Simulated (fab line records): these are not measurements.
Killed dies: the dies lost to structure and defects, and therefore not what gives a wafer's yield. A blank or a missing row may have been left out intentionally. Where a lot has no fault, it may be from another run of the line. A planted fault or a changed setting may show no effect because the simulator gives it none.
Which tool is to blame?    flow rit cmos    route of 202 steps, sampled at 1 step: 6 lots, 18 wafers

== WHAT THE GAUGES SHOWED, per wafer ==
RIT_PRETRO_OVL_MEAS_06.
lot   measured     on          PRETRO_OVL (nm)
L838  day 2 14:23  overlay-02  -1.2 -0.9 -1.2
L840  day 3 02:02  overlay-01  0.8 0.3 0.3
L842  day 3 12:16  overlay-02  0.3 1.4 1.9
L846  day 4 08:20  overlay-01  0.4 0.1 -0.6
L848  day 4 14:51  overlay-02  0.9 -1.0 0.0
L856  day 6 07:56  overlay-02  0.7 0.6 1.9

== WHAT TOOL EACH LOT RAN ON (gives the tool, then ch and the chambers of the sampled wafers, and finally the start) ==
The record holds no process step before these readings.

== THE ANSWER, worked out from the rows above alone ==
Rule: usual is defined by the lots themselves. Put in order of their means at a reading, lots are off if they are a third of the lots or fewer, leave a main group of 4 or more, and stand apart from it by a gap of 3 or more times the standard deviation of the main group's means; of several such gaps the widest counts. The tables above print the reading to a certain number of digits; a main group whose means all agree to those digits is not used. Also off: a lot with no number at a reading for which 4 or more lots have one. The other lots that the step has rows for count as sound.
Across all readings shown, no lot is off: no conclusion can be drawn from this.

== WHAT THE SIMULATOR HAD PUT IN ==
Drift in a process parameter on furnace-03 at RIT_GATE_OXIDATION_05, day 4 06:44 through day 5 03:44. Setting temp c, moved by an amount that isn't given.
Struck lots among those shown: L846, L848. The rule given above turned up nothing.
